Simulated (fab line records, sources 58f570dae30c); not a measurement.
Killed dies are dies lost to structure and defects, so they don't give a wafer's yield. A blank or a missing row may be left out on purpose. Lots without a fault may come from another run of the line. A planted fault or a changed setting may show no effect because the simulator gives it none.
A struck lot beside a sound one | flow berkeley_cmos170 | 15 steps out of a route of 331
Sound: wafers L276.1, L276.2, L276.6. Struck: wafers L271.3, L271.4, L271.5. The cause comes at the end.
At each step with rows: each side's tool, then ch and its chambers, then its first start. Under that, the readings that differ: sound wafers | struck wafers | difference of the means | sigmas: that difference in standard deviations of wafers without a fault.
alike: readings whose means differ by less than 2 such deviations, and words and numbers that are the same on both sides. not compared: withheld readings, readings that some wafer has no value for, bounds like >300 that may hide the same value, and numbers for which the record gives no deviation and whose values overlap.
The two part at a step that has a row with sigmas, a row that says differs or no value, or rows on one side only. Numbers that don't overlap but have no deviation are shown without sigmas and don't part them. A reading that every wafer of one side lacks parts them only if that side has two wafers or more.

first, 7 steps without rows for these wafers: UCB170_PSD_CLEAN_11 (cleans in SPM, time 600 s); UCB170_NSD_HMDS_00 (prime time 60 s); UCB170_NSD_COAT_01 (resist thk 892.1 nm); UCB170_NSD_SOFTBAKE_02 (time 60 s); UCB170_NSD_EXPOSE_03 (exposes mask NSELECT MOD, target cd 1200 nm); UCB170_NSD_PEB_04; UCB170_NSD_DEVELOP_05 (develop time 45 s).
UCB170_NSD_CD_MEAS_06: target cd 1200 nm.
  sound on cd_sem-01, day 8 06:48; struck on cd_sem-02, day 7 06:26
  alike: cd_nm
UCB170_NSD_OVL_MEAS_07:
  sound on overlay-01, day 8 06:55; struck on overlay-01, day 7 06:31
  alike: NSD_OVL
then, 1 step without rows for these wafers: UCB170_NSD_IMPLANT_08.
UCB170_NSD_STRIP_09: strips in O2.
  sound on plasma_asher-01 ch 0,1, day 8 07:07; struck on plasma_asher-04 ch 0,1, day 7 06:44
  alike: drypump_motor_current_A, oes_product_au, strip_time_to_endpoint_s
  not compared: rf_hours_counter_h
UCB170_NSD_TW_MEAS_10:
  sound on film_metro-03, day 8 07:13; struck on film_metro-02, day 7 06:49
  alike: NSD_TW
UCB170_NSD_CLEAN_11: cleans in SPM, time 600 s.
  sound on wet_bench-04 ch 0, day 8 07:16; struck on wet_bench-04 ch 1, day 7 06:51
  no value came back on the struck wafers for bath_guard_temp_C (C), bath_heat_duty_pct (%); on the sound wafers bath_guard_temp_C (C) reads 119.6 119.4 119.4
then, 1 step without rows for these wafers: UCB170_BACKSIDE_HMDS_00 (prime time 60 s).
UCB170_M3_PROBE_99:
  the record has rows for the sound wafers here (prober-01, day 9 11:44) and none for the struck ones

WHERE THEY PART
First at UCB170_NSD_CLEAN_11; last, within this record, at UCB170_M3_PROBE_99.

WHY: what the simulator had put in
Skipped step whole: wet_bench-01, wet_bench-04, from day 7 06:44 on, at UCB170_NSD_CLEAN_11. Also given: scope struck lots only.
